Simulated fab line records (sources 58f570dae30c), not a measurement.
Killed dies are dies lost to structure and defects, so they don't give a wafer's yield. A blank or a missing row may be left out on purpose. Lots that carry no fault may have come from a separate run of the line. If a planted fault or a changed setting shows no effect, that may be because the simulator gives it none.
One fault seen from 2 desks -- flow berkeley_cmos170 -- only its own numbers are on each desk; what lay behind them is given at the end

FROM THE METROLOGY DESK
Lot by lot, what the gauges showed, no matter which tool ran the lot: averages of those sampled wafers that carry a number. A lot is out of limits, marked OUT, if its mean lies more than 4 standard deviations from the usual mean; the brackets give that distance.
Columns: A = PWELL_NITRIDE_THK at UCB170_PWELL_THK_MEAS_06, usual 221.0 nm; B = PWELL_OVL at UCB170_PWELL_OVL_MEAS_13, usual 0 nm; C = PWELL_TW at UCB170_PWELL_TW_MEAS_17, usual 378
lot,first seen here,A,B,C
L223,day 3 07:29,223.4,-3,383
L225,day 3 18:55,222.2,1,382
L235,day 5 10:07,218.1,5,382
L241,day 6 16:09,223.9,3,377
L244,day 7 15:44,220.8,-2,374
L246,day 7 20:08,223.1,6,376
This desk found nothing out of limits on any of the 6 lots.

DESK OF THE TOOL OWNER: plasma_asher-04
The tool's own readings at UCB170_PWELL_STRIP_16 (strips in O2): means of the sampled wafers that have a number, for each lot that ran on this tool. A lot is out of limits, marked OUT, if its mean lies more than 4 standard deviations from the usual mean; the brackets give that distance.
Columns: A = chamber_pressure_mTorr at UCB170_PWELL_STRIP_16, usual 3500 mTorr; B = drypump_motor_current_A at UCB170_PWELL_STRIP_16, usual 5.9 A; C = oes_product_au at UCB170_PWELL_STRIP_16, usual 0.721 a.u.; D = strip_time_to_endpoint_s at UCB170_PWELL_STRIP_16, usual 18.13 s
lot,first seen here,A,B,C,D
L241,day 6 18:11,3501,6.1,0.720,18.10
This desk's finding: nothing out of limits on the one lot.

BROUGHT TOGETHER
From the metrology desk's view, nothing was out of limits.
The tool owner's desk saw nothing out of limits.

WHAT THE SIMULATOR PUT IN
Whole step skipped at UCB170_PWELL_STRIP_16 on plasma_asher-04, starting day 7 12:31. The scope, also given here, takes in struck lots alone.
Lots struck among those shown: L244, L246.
